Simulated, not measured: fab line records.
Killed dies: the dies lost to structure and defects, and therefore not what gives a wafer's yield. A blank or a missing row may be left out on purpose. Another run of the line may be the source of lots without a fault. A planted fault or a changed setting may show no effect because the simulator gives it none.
A single fault, viewed from 2 desks | flow berkeley-cmos170 | every desk sees just its own numbers, and what lay behind them comes last

## DESK OF THE TOOL OWNER: rie-diel-02
The tool's own readings at UCB170_CONTACT_ETCH_17 (etches BARC in N2/H2): means of the sampled wafers that have a number, for each lot that ran on this tool. A lot is out of limits, marked OUT, if its mean lies more than 4 standard deviations from the usual mean; the brackets give that distance.
Columns: A = drypump-motor-current-A at UCB170_CONTACT_ETCH_17, usual 5.8 A; B = n2-flow-sccm at UCB170_CONTACT_ETCH_17, usual 99.98 sccm; C = oes-product-au at UCB170_CONTACT_ETCH_17, usual 1.005 a.u.; D = throttle-valve-pct at UCB170_CONTACT_ETCH_17, usual 13.33 %
lot  | first seen here | A   | B      | C                | D
L775 | day 8 09:52     | 5.8 | 99.99  | 1.024            | 13.48
L780 | day 8 19:27     | 5.7 | 100.11 | 0.990            | 13.50
L782 | day 9 07:28     | 5.6 | 100.26 | 0.856 (-5.1) OUT | 13.55
L786 | day 10 11:38    | 5.6 | 100.03 | 0.851 (-5.3) OUT | 13.55
This desk's finding: out of limits on L782, L786; first on L782, day 9 07:28 (oes-product-au at UCB170_CONTACT_ETCH_17). In limits: L775, L780.

## AT THE METROLOGY DESK
What the gauges read, lot by lot, whatever tool the lot ran on: means of the sampled wafers that have a number. A lot is out of limits, marked OUT, if its mean lies more than 4 standard deviations from the usual mean; the brackets give that distance.
Columns: A = PSD_TW at UCB170_PSD_TW_MEAS_10, usual 2344; B = cd-nm at UCB170_CONTACT_CD_MEAS_15, usual 699.6 nm
lot  | first seen here | A    | B
L772 | day 7 03:43     | 2358 | 697.9
L771 | day 7 04:40     | 2337 | 700.4
L774 | day 7 16:01     | 2347 | 697.8
L776 | day 7 23:48     | 2346 | 700.6
L775 | day 8 00:02     | 2363 | 700.7
L780 | day 8 08:40     | 2363 | 699.9
L778 | day 8 08:48     | 2329 | 701.6
L782 | day 8 22:31     | 2341 | 697.8
L787 | day 9 23:06     | 2359 | 699.3
L786 | day 9 23:23     | 2334 | 698.5
L789 | day 10 13:43    | 2305 | 698.4
L790 | day 10 14:16    | 2331 | 699.5
L793 | day 11 03:28    | 2326 | 697.4
L794 | day 11 10:43    | 2383 | 700.8
This desk found nothing out of limits on any of the 14 lots.

## TAKEN TOGETHER
On L782, L786, at day 9 07:28, an alarm was possible from the tool owner's desk.
Nothing out of limits was seen by the metrology desk.
The metrology desk holds a record of L782, L786, inside its limits.
The lots listed all ran UCB170_CONTACT_ETCH_17 on rie-diel-02.

## WHAT THE SIMULATOR HAD INSERTED
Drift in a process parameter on rie-diel-02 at UCB170_CONTACT_ETCH_17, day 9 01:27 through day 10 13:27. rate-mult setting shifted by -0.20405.
Shown lots that were struck: L782, L786.
How many hours passed from the start of the fault until each desk's first out-of-limits reading: the tool owner's desk, 6.
